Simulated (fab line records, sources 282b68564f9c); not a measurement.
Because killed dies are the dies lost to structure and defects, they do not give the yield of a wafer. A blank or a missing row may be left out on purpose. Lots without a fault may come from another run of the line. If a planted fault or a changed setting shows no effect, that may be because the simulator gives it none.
Check of tool commonality	flow ritCmos	14 lots, 42 wafers sampled

== WHY IT WAS OPENED ==
At RIT_FOX2_THK_MEAS_01 the reading FOX2_OXIDE_THK is flagged on 2 of 14 lots. No-fault wafers: 345 nm, standard deviation 7.3.
Rule: a lot is flagged in two cases, either no wafer of it has a number, or all its wafers with numbers fall more than 4 standard deviations from that mean. As for the other lots, they are considered sound.

lot	measured	on	FOX2_OXIDE_THK (nm), wafer by wafer	flag
L549	day 1 20:09	filmMetro-04	350 352 350	
L550	day 2 00:34	filmMetro-04	353 348 352	
L554	day 2 20:20	filmMetro-04	340 339 336	
L555	day 3 02:21	filmMetro-02	333 330 333	
L556	day 3 07:20	filmMetro-02	349 347 348	
L558	day 3 15:22	filmMetro-04	351 348 343	
L560	day 4 02:53	filmMetro-04	352 354 350	
L561	day 4 07:23	filmMetro-03	340 338 339	
L562	day 4 12:45	filmMetro-02	344 344 340	
L563	day 4 16:30	filmMetro-04	346 345 346	
L565	day 5 02:48	filmMetro-03	350 349 351	
L566	day 5 08:35	filmMetro-02	341 345 343	
L568	day 5 17:22	filmMetro-04	498 497 491	FLAGGED
L571	day 6 09:15	filmMetro-02	501 503 504	FLAGGED
Average over the flagged lots: 499 nm; offset from the usual +154 nm, equal to +21 standard deviations.

== EACH LOT AND THE TOOL IT RAN ON ==
The record holds 1 process step before the reading, out of a route of 202 steps. Read each cell as the tool, then ch plus the chambers that the sampled wafers visited, then the start.
lot	flag	RIT_FOX2_OXIDATION_00
L549		furnace-02 ch 0, day 1 18:50
L550		furnace-02 ch 0, day 1 23:16
L554		furnace-03 ch 0, day 2 19:02
L555		furnace-01 ch 0, day 3 01:02
L556		furnace-03 ch 0, day 3 06:02
L558		furnace-01 ch 0, day 3 14:03
L560		furnace-01 ch 0, day 4 01:32
L561		furnace-03 ch 0, day 4 06:04
L562		furnace-03 ch 0, day 4 11:26
L563		furnace-01 ch 0, day 4 15:10
L565		furnace-01 ch 0, day 5 01:29
L566		furnace-01 ch 0, day 5 07:14
L568	FLAGGED	furnace-01 ch 0, day 5 16:02
L571	FLAGGED	furnace-01 ch 0, day 6 07:55
What the steps here do:
- RIT_FOX2_OXIDATION_00: target thk 350.7 nm, ox time 1130 s.
- RIT_FOX2_THK_MEAS_01

== FLAGGED AGAINST TOTAL, ONE TOOL AT A TIME (gauges that did the reading follow at the end) ==
step	tool	lots run	flagged	share of the flagged lots	sound lots run after its first flagged lot
RIT_FOX2_OXIDATION_00	furnace-01	8	2	all	0
RIT_FOX2_OXIDATION_00	furnace-02	2	0	none	-
RIT_FOX2_OXIDATION_00	furnace-03	4	0	none	-
RIT_FOX2_THK_MEAS_01	filmMetro-02	5	1	some	0
RIT_FOX2_THK_MEAS_01	filmMetro-03	2	0	none	-
RIT_FOX2_THK_MEAS_01	filmMetro-04	7	1	some	0

== WHAT THE TABLE PERMITS ==
All flagged lots share 1 row of the table, namely furnace-01 at RIT_FOX2_OXIDATION_00.
- furnace-01 at RIT_FOX2_OXIDATION_00 ran 8 lots, 2 of them flagged. A fault beginning between L566 (day 5 07:14), its last sound lot, and L568 (day 5 16:02), its first flagged one, fits the data.
Left over: one tool, furnace-01 at RIT_FOX2_OXIDATION_00.

== WHAT HAD BEEN PUT IN BY THE SIMULATOR ==
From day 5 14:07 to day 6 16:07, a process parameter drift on furnace-01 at RIT_FOX2_OXIDATION_00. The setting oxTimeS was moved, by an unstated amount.
Shown lots that were struck: L568, L571. The rule given above showed the same thing.
